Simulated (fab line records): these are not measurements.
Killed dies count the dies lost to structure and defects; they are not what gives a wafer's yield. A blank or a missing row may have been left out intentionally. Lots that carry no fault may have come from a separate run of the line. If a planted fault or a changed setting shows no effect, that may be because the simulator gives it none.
One fault seen from 2 desks / flow berkeleyCmos170 / what lay behind the numbers comes last; until then each desk has only its own

TOOL OWNER'S DESK, pecvd-02
The tool's own readings at UCB170_SPACER_CVD_00 (deposits SiO2 from TEOS/O2, target thk 376 nm, time 47 s): means of the sampled wafers that have a number, for each lot that ran on this tool. If a lot's mean is further than 4 standard deviations from the usual mean, the lot is out of limits and carries the mark OUT (the distance appears in the brackets).
Columns: A = heaterPowerW at UCB170_SPACER_CVD_00, usual 260 W; B = runLengthS at UCB170_SPACER_CVD_00, usual 75.2 s
lot=L642; first seen here=day 8 16:44; A=237; B=75.3
lot=L645; first seen here=day 9 14:17; A=243; B=75.5
lot=L650; first seen here=day 10 16:44; A=246; B=76.0
This desk found nothing out of limits on any of the 3 lots.

AT THE METROLOGY DESK
Lot by lot, what the gauges showed, no matter which tool ran the lot: averages of those sampled wafers that carry a number. If a lot's mean is further than 4 standard deviations from the usual mean, the lot is out of limits and carries the mark OUT (the distance appears in the brackets).
Columns: A = NWELL_OVL at UCB170_NWELL_OVL_MEAS_12, usual 9 nm; B = NSD_RS at UCB170_SDANNEAL_RS_MEAS_03, usual 37.28 ohm/sq
lot=L636; first seen here=day 2 13:09; A=16; B=37.14
lot=L638; first seen here=day 2 20:08; A=12; B=37.50
lot=L637; first seen here=day 2 20:08; A=13; B=37.40
lot=L639; first seen here=day 3 04:45; A=1; B=37.18
lot=L642; first seen here=day 3 12:04; A=7; B=37.32
lot=L645; first seen here=day 4 10:38; A=12; B=37.05
lot=L650; first seen here=day 5 08:14; A=6; B=37.31
lot=L651; first seen here=day 5 16:32; A=8; B=37.40
lot=L652; first seen here=day 5 17:16; A=19; B=37.37
lot=L654; first seen here=day 6 03:05; A=10; B=37.25
lot=L655; first seen here=day 6 10:36; A=-0; B=37.27
lot=L657; first seen here=day 6 23:37; A=2; B=37.34
lot=L659; first seen here=day 7 11:34; A=3; B=37.33
This desk found nothing out of limits on any of the 13 lots.

TAKEN TOGETHER
Nothing out of limits was seen by the tool owner's desk.
Metrology desk: nothing out of limits seen.

WHAT THE SIMULATOR HAD PUT IN
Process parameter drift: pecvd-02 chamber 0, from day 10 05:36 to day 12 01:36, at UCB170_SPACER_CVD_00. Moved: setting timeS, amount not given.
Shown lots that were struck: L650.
